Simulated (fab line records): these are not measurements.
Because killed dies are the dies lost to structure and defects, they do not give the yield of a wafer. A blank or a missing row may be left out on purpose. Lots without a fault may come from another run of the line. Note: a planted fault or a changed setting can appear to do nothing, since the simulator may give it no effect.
The tool behind it: which one? :: flow rit_cmos :: Sampling: 13 lots, 39 wafers, 5 of 202 route steps

WHAT EACH GAUGE READ, for each wafer
RIT_SDANNEAL_RS_MEAS_04: measures by four-point-probe.
lot: L683
measured: day 3 09:03
on: film_metro-02
PSD_RS (ohm/sq): 116.3 116.4 116.0

lot: L684
measured: day 3 17:26
on: film_metro-02
PSD_RS (ohm/sq): 116.5 116.6 116.3

lot: L685
measured: day 3 19:06
on: film_metro-04
PSD_RS (ohm/sq): 116.5 116.5 116.2

lot: L687
measured: day 4 03:46
on: film_metro-04
PSD_RS (ohm/sq): 116.4 116.4 116.6

lot: L688
measured: day 4 08:17
on: film_metro-02
PSD_RS (ohm/sq): 115.4 115.5 115.3

lot: L690
measured: day 4 18:08
on: film_metro-03
PSD_RS (ohm/sq): 116.2 115.9 116.0

lot: L693
measured: day 5 08:11
on: film_metro-04
PSD_RS (ohm/sq): 116.0 116.0 116.1

lot: L694
measured: day 5 12:50
on: film_metro-03
PSD_RS (ohm/sq): 115.4 115.4 115.5

lot: L697
measured: day 6 05:33
on: film_metro-03
PSD_RS (ohm/sq): 116.1 116.1 116.2

lot: L698
measured: day 6 10:38
on: film_metro-03
PSD_RS (ohm/sq): 115.5 116.1 115.6

lot: L701
measured: day 7 01:08
on: film_metro-03
PSD_RS (ohm/sq): 116.0 116.7 116.3

lot: L704
measured: day 7 16:25
on: film_metro-02
PSD_RS (ohm/sq): 116.0 116.2 116.0

lot: L705
measured: day 7 19:37
on: film_metro-03
PSD_RS (ohm/sq): 115.9 115.9 116.0

RIT_SILICIDE_RS_MEAS_02: measures by four-point-probe.
lot: L683
measured: day 3 09:41
on: film_metro-01
SILICIDE_TI_RS (ohm/sq): 51.6 52.7 52.4

lot: L684
measured: day 3 18:04
on: film_metro-03
SILICIDE_TI_RS (ohm/sq): 53.4 53.7 53.3

lot: L685
measured: day 3 19:44
on: film_metro-01
SILICIDE_TI_RS (ohm/sq): 51.2 51.2 50.7

lot: L687
measured: day 4 04:25
on: film_metro-04
SILICIDE_TI_RS (ohm/sq): 51.6 51.9 51.5

lot: L688
measured: day 4 08:55
on: film_metro-01
SILICIDE_TI_RS (ohm/sq): 51.6 51.7 52.3

lot: L690
measured: day 4 18:47
on: film_metro-01
SILICIDE_TI_RS (ohm/sq): 53.7 53.6 53.4

lot: L693
measured: day 5 08:50
on: film_metro-01
SILICIDE_TI_RS (ohm/sq): 53.2 53.0 53.4

lot: L694
measured: day 5 13:28
on: film_metro-04
SILICIDE_TI_RS (ohm/sq): 53.4 53.2 53.9

lot: L697
measured: day 6 06:11
on: film_metro-04
SILICIDE_TI_RS (ohm/sq): 52.0 52.1 51.7

lot: L698
measured: day 6 11:16
on: film_metro-04
SILICIDE_TI_RS (ohm/sq): 52.2 51.9 51.9

lot: L701
measured: day 7 01:46
on: film_metro-01
SILICIDE_TI_RS (ohm/sq): 35.3 52.1 52.4

lot: L704
measured: day 7 17:03
on: film_metro-01
SILICIDE_TI_RS (ohm/sq): 52.9 52.9 52.7

lot: L705
measured: day 7 20:15
on: film_metro-03
SILICIDE_TI_RS (ohm/sq): 52.9 53.4 53.4

RIT_SILICIDE_THK_MEAS_03: measures by xrf.
lot: L683
measured: day 3 09:48
on: film_metro-01
SILICIDE_TI_THK (nm): 29.5 29.2 29.2

lot: L684
measured: day 3 18:11
on: film_metro-03
SILICIDE_TI_THK (nm): 28.9 28.8 28.9

lot: L685
measured: day 3 19:50
on: film_metro-01
SILICIDE_TI_THK (nm): 29.8 29.8 30.1

lot: L687
measured: day 4 04:30
on: film_metro-04
SILICIDE_TI_THK (nm): 29.4 29.5 29.5

lot: L688
measured: day 4 09:02
on: film_metro-01
SILICIDE_TI_THK (nm): 29.5 29.4 29.3

lot: L690
measured: day 4 18:54
on: film_metro-01
SILICIDE_TI_THK (nm): 28.6 28.7 28.8

lot: L693
measured: day 5 08:57
on: film_metro-01
SILICIDE_TI_THK (nm): 28.8 28.8 28.6

lot: L694
measured: day 5 13:35
on: film_metro-04
SILICIDE_TI_THK (nm): 29.0 29.2 28.6

lot: L697
measured: day 6 06:18
on: film_metro-04
SILICIDE_TI_THK (nm): 29.2 29.4 29.7

lot: L698
measured: day 6 11:23
on: film_metro-04
SILICIDE_TI_THK (nm): 29.4 29.5 29.4

lot: L701
measured: day 7 01:53
on: film_metro-01
SILICIDE_TI_THK (nm): 39.9 29.2 29.1

lot: L704
measured: day 7 17:10
on: film_metro-01
SILICIDE_TI_THK (nm): 28.9 28.9 29.1

lot: L705
measured: day 8 02:39
on: film_metro-03
SILICIDE_TI_THK (nm): 28.9 28.8 28.7

WHICH TOOL RAN EACH LOT (tool, then ch and the chambers of the sampled wafers, then the start)
lot: L683
RIT_NSD_STRIP_09: plasma_asher-04 ch 0,1, day 3 06:56
RIT_SILICIDE_SPUTTER_01: pvd_sputter-03, day 3 09:31

lot: L684
RIT_NSD_STRIP_09: plasma_asher-01 ch 0,1, day 3 15:20
RIT_SILICIDE_SPUTTER_01: pvd_sputter-04, day 3 17:55

lot: L685
RIT_NSD_STRIP_09: plasma_asher-02 ch 0,1, day 3 16:55
RIT_SILICIDE_SPUTTER_01: pvd_sputter-03, day 3 19:33

lot: L687
RIT_NSD_STRIP_09: plasma_asher-04 ch 0,1, day 4 01:33
RIT_SILICIDE_SPUTTER_01: pvd_sputter-03, day 4 04:12

lot: L688
RIT_NSD_STRIP_09: plasma_asher-01 ch 0,1, day 4 06:04
RIT_SILICIDE_SPUTTER_01: pvd_sputter-04, day 4 08:46

lot: L690
RIT_NSD_STRIP_09: plasma_asher-04 ch 0,1, day 4 16:03
RIT_SILICIDE_SPUTTER_01: pvd_sputter-04, day 4 18:38

lot: L693
RIT_NSD_STRIP_09: plasma_asher-02 ch 0,1, day 5 05:59
RIT_SILICIDE_SPUTTER_01: pvd_sputter-02, day 5 08:41

lot: L694
RIT_NSD_STRIP_09: plasma_asher-02 ch 0, day 5 10:44
RIT_SILICIDE_SPUTTER_01: pvd_sputter-04, day 5 13:18

lot: L697
RIT_NSD_STRIP_09: plasma_asher-04 ch 0,1, day 6 03:15
RIT_SILICIDE_SPUTTER_01: pvd_sputter-02, day 6 06:01

lot: L698
RIT_NSD_STRIP_09: plasma_asher-02 ch 0,1, day 6 08:31
RIT_SILICIDE_SPUTTER_01: pvd_sputter-04, day 6 11:06

lot: L701
RIT_NSD_STRIP_09: plasma_asher-04 ch 0,1, day 6 22:45
RIT_SILICIDE_SPUTTER_01: pvd_sputter-02, day 7 01:36

lot: L704
RIT_NSD_STRIP_09: plasma_asher-02 ch 0,1, day 7 14:18
RIT_SILICIDE_SPUTTER_01: pvd_sputter-03, day 7 16:53

lot: L705
RIT_NSD_STRIP_09: plasma_asher-02 ch 0,1, day 7 17:29
RIT_SILICIDE_SPUTTER_01: pvd_sputter-04, day 7 20:06
- RIT_NSD_STRIP_09: strips in O2, time 180 s.
- RIT_SILICIDE_SPUTTER_01: material Ti, target thk 30 nm, time 240 s.

WHAT THE TOOLS THEMSELVES READ (means of the sampled wafers that have a number; where no wafer has one, the mark that the record gives instead)
RIT_NSD_STRIP_09.
lot: L683
tool: plasma_asher-04
drypump_motor_current_A (A): 5.1

lot: L684
tool: plasma_asher-01
drypump_motor_current_A (A): 5.9

lot: L685
tool: plasma_asher-02
drypump_motor_current_A (A): 5.4

lot: L687
tool: plasma_asher-04
drypump_motor_current_A (A): 5.1

lot: L688
tool: plasma_asher-01
drypump_motor_current_A (A): 5.9

lot: L690
tool: plasma_asher-04
drypump_motor_current_A (A): 5.1

lot: L693
tool: plasma_asher-02
drypump_motor_current_A (A): 5.6

lot: L694
tool: plasma_asher-02
drypump_motor_current_A (A): 5.3

lot: L697
tool: plasma_asher-04
drypump_motor_current_A (A): 5.3

lot: L698
tool: plasma_asher-02
drypump_motor_current_A (A): 5.6

lot: L701
tool: plasma_asher-04
drypump_motor_current_A (A): 5.1

lot: L704
tool: plasma_asher-02
drypump_motor_current_A (A): 5.6

lot: L705
tool: plasma_asher-02
drypump_motor_current_A (A): 5.4

RIT_SILICIDE_SPUTTER_01.
lot: L683
tool: pvd_sputter-03
throttle_valve_pct (%): 28.7

lot: L684
tool: pvd_sputter-04
throttle_valve_pct (%): 30.3

lot: L685
tool: pvd_sputter-03
throttle_valve_pct (%): 29.6

lot: L687
tool: pvd_sputter-03
throttle_valve_pct (%): 28.8

lot: L688
tool: pvd_sputter-04
throttle_valve_pct (%): 30.1

lot: L690
tool: pvd_sputter-04
throttle_valve_pct (%): 30.0

lot: L693
tool: pvd_sputter-02
throttle_valve_pct (%): 30.4

lot: L694
tool: pvd_sputter-04
throttle_valve_pct (%): 30.6

lot: L697
tool: pvd_sputter-02
throttle_valve_pct (%): 30.2

lot: L698
tool: pvd_sputter-04
throttle_valve_pct (%): 30.0

lot: L701
tool: pvd_sputter-02
throttle_valve_pct (%): 29.8

lot: L704
tool: pvd_sputter-03
throttle_valve_pct (%): 29.8

lot: L705
tool: pvd_sputter-04
throttle_valve_pct (%): 29.6

THE ANSWER, worked out from the rows above alone
Rule: what is usual is taken from the lots themselves. Put in order of their means at a reading, lots are off if they are a third of the lots or fewer, leave a main group of 4 or more, and stand apart from it by a gap of 3 or more times the standard deviation of the main group's means; of several such gaps the widest counts. A main group is skipped when, at the precision printed for the reading in the tables above, its means are all equal. A lot without any number at a reading at which 4 lots or more have one is off too. Any other lot the step has rows for is counted as sound. First the gauges in route order, then the tools' own readings, where a lot's mean is used as printed above. At the first step where some lot is off, the reading lying furthest off is the one used; lots without a number count as furthest.
Off: L701, at RIT_SILICIDE_RS_MEAS_02 (SILICIDE_TI_RS). Mean 52.5 ohm/sq and standard deviation 0.82 in the main group.
A tool fits if, at a process step before that reading, it ran every lot that is off, and no sound lot after the first of them. The gauges at RIT_SILICIDE_RS_MEAS_02 are tried like those tools. Undecided on this evidence; 2 tools fit (plasma_asher-04 at RIT_NSD_STRIP_09, pvd_sputter-02 at RIT_SILICIDE_SPUTTER_01).

WHAT HAD BEEN PUT IN BY THE SIMULATOR
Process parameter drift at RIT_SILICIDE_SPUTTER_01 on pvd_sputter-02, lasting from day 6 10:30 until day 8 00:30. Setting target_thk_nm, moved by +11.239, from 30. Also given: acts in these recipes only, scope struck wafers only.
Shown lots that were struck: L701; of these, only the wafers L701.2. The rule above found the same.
